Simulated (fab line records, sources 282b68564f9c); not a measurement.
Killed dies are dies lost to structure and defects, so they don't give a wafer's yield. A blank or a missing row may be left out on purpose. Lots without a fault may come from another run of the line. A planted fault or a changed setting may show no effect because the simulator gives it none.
One fault seen from 2 desks | flow rit_cmos | each desk has only its own numbers; what lay behind them comes last

THE TOOL OWNER'S DESK: litho_track-04
The tool's own readings at RIT_PWELL_DEVELOP_05 (develop time 68 s): means of the sampled wafers that have a number, for each lot that ran on this tool. A lot is out of limits, marked OUT, if its mean lies more than 4 standard deviations from the usual mean; the brackets give that distance.
Columns: A = developer_temp_C at RIT_PWELL_DEVELOP_05, usual 23.01 C
lot  | first seen here | A
L613 | day 2 04:00     | 23.04
L614 | day 2 08:00     | 23.03
L618 | day 3 06:00     | 25.23 (+23) OUT
L619 | day 3 08:00     | 25.18 (+22) OUT
L620 | day 3 17:00     | 25.33 (+24) OUT
This desk's finding: out of limits on L618, L619, L620; first on L618, day 3 06:00 (developer_temp_C at RIT_PWELL_DEVELOP_05). In limits: L613, L614.

THE METROLOGY DESK
What the gauges read, lot by lot, whatever tool the lot ran on: means of the sampled wafers that have a number. A lot is out of limits, marked OUT, if its mean lies more than 4 standard deviations from the usual mean; the brackets give that distance.
Columns: A = NRETRO_OVL at RIT_NRETRO_OVL_MEAS_06, usual -0.7 nm; B = PRETRO_TW at RIT_PRETRO_TW_MEAS_10, usual 472.7
lot  | first seen here | A    | B
L612 | day 2 05:16     | -2.0 | 469.0
L613 | day 2 11:06     | -1.8 | 477.0
L614 | day 2 15:40     | -0.8 | 476.1
L616 | day 3 02:52     | -1.1 | 472.0
L617 | day 3 08:18     | -0.7 | 468.4
L618 | day 3 13:22     | -1.3 | 472.3
L619 | day 3 16:13     | 0.4  | 466.5
L620 | day 4 00:29     | -1.7 | 472.1
L621 | day 4 04:26     | -0.1 | 470.5
L627 | day 5 11:11     | 1.8  | 475.0
L628 | day 5 17:27     | -1.2 | 471.7
L630 | day 6 00:47     | -1.7 | 473.4
L632 | day 6 11:40     | -0.8 | 474.4
L633 | day 6 16:53     | 0.8  | 470.8
L634 | day 6 22:53     | -2.8 | 474.7
This desk's finding: nothing out of limits on any of the 15 lots.

PUT TOGETHER
The tool owner's desk could have raised an alarm at day 3 06:00, on L618, L619, L620.
The metrology desk saw nothing out of limits.
The metrology desk has L618, L619, L620 on record, within its limits.
Of the lots named, all ran RIT_PWELL_DEVELOP_05 on litho_track-04.

WHAT THE SIMULATOR HAD PUT IN
Process parameter drift: litho_track-04, from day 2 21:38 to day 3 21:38, at RIT_PWELL_DEVELOP_05. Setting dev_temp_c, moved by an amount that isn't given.
Lots struck among those shown: L618, L619, L620.
Hours from the fault's start to each desk's first reading out of limits: the tool owner's desk, 8.
